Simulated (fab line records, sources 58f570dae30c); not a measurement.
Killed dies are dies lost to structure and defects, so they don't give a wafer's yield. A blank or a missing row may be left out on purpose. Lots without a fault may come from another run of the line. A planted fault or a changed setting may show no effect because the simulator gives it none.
Split-lot experiment | flow berkeley_cmos170 | 5 lots, 23 wafers read, on a route of 331 steps

THE SPLIT
At UCB170_M1_METAL_ETCH_12 (etches Al in Cl2/BCl3, stops on PSG, target depth 780 nm, time 130 s), the setting icp_w was moved away from the recipe's 600 W on 8 of the 23 wafers read, by -11.8% to -3.3%. The other wafers ran this setting at the recipe's value.

The reading is taken at the split's own step.

THE READING
KrF_of_M1_COAT_04.thk_nm (the simulator's own value, which no gauge read), in nm, at UCB170_M1_METAL_ETCH_12 (etches Al in Cl2/BCl3, stops on PSG, target depth 780 nm, time 130 s). The file gives no usual value for it. The 15 wafers here that ran the recipe average 435.6 nm, standard deviation 11 nm.

wafer  | tool, chamber at the split | icp_w as run, W | against the recipe | KrF_of_M1_COAT_04.thk_nm, nm | against lot-mates on the recipe
L074.2 | rie_metal-02, 0            | 600             | recipe             | 434.1                        | -
L074.4 | rie_metal-02, 0            | 600             | recipe             | 434.9                        | -
L074.5 | rie_metal-02, 1            | 600             | recipe             | 437.7                        | -
L077.1 | rie_metal-03, 1            | 600             | recipe             | 439.5                        | -
L077.2 | rie_metal-03, 0            | 529.1           | -11.8%             | 466.7                        | +30.0
L077.3 | rie_metal-03, 1            | 600             | recipe             | 433.9                        | -
L077.5 | rie_metal-03, 0            | 529.1           | -11.8%             | 470                          | +33.3
L077.6 | rie_metal-03, 1            | 529.1           | -11.8%             | 488.1                        | +51.4
L084.1 | rie_metal-04, 1            | 580.1           | -3.3%              | 456.5                        | +8.2
L084.2 | rie_metal-04, 0            | 600             | recipe             | 446.4                        | -
L084.4 | rie_metal-04, 0            | 600             | recipe             | 450                          | -
L084.5 | rie_metal-04, 1            | 580.1           | -3.3%              | 457                          | +8.7
L084.6 | rie_metal-04, 0            | 600             | recipe             | 448.6                        | -
L081.1 | rie_metal-03, 1            | 600             | recipe             | 433                          | -
L081.2 | rie_metal-03, 0            | 600             | recipe             | 413.1                        | -
L081.4 | rie_metal-03, 1            | 600             | recipe             | 432.2                        | -
L081.5 | rie_metal-03, 1            | 600             | recipe             | 433.2                        | -
L081.6 | rie_metal-03, 0            | 600             | recipe             | 412.7                        | -
L085.1 | rie_metal-04, 0            | 564.1           | -6.0%              | 467.8                        | +25.4
L085.2 | rie_metal-04, 1            | 600             | recipe             | 442.5                        | -
L085.4 | rie_metal-04, 0            | 600             | recipe             | 442.2                        | -
L085.5 | rie_metal-04, 0            | 564.1           | -6.0%              | 469.9                        | +27.5
L085.6 | rie_metal-04, 1            | 564.1           | -6.0%              | 466.6                        | +24.2

THE FIT
A straight line over all 23 wafers: KrF_of_M1_COAT_04.thk_nm changes by -3.69 nm for each +1% of icp_w; r = -0.83; the points scatter about the line by 11 nm.
The same after taking each lot's own level away (the mean of its wafers on the recipe; 23 wafers): -3.39 nm for each +1%; r = -0.91; scatter 6.5 nm.
On that fit, the largest move of icp_w shifts the reading by 40 nm.
The lots' own levels span 424.84 to 448.33 nm, that is 2.2 times the standard deviation above.
So the lot-to-lot level changes the slope little: the two slopes agree.
Check: with one of the wafers moved furthest among these (-11.8%) left out of the fit, the line predicts +43.9 nm for it against its lot-mates. It came out at +30 nm against them.

OTHER SPLITS ON THESE WAFERS
These wafers also went through other splits before the reading. Each is held against what the fit with the lots' levels taken away leaves over:
other split on the same wafers     | wafers away from the commonest value | r with KrF_of_M1_COAT_04.thk_nm (lot level and that fit taken away)
UCB170_PSD_EXPOSE_03 dose_mj       | 7                                    | -0.23
UCB170_NSD_PEB_04 peb_temp_c       | 7                                    | +0.10
UCB170_NSD_IMPLANT_08 energy_kev   | 11                                   | -0.23
UCB170_SDANNEAL_RTA_01 time_s      | 9                                    | -0.09
UCB170_CONTACT_CVD_01 o2_flow_sccm | 10                                   | -0.20
UCB170_CONTACT_ETCH_18 rf_w        | 6                                    | +0.01

THE FILE'S OWN FIT
KrF_of_M1_COAT_04.thk_nm changes by -3.4 nm for each +1% of icp_w, r = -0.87.
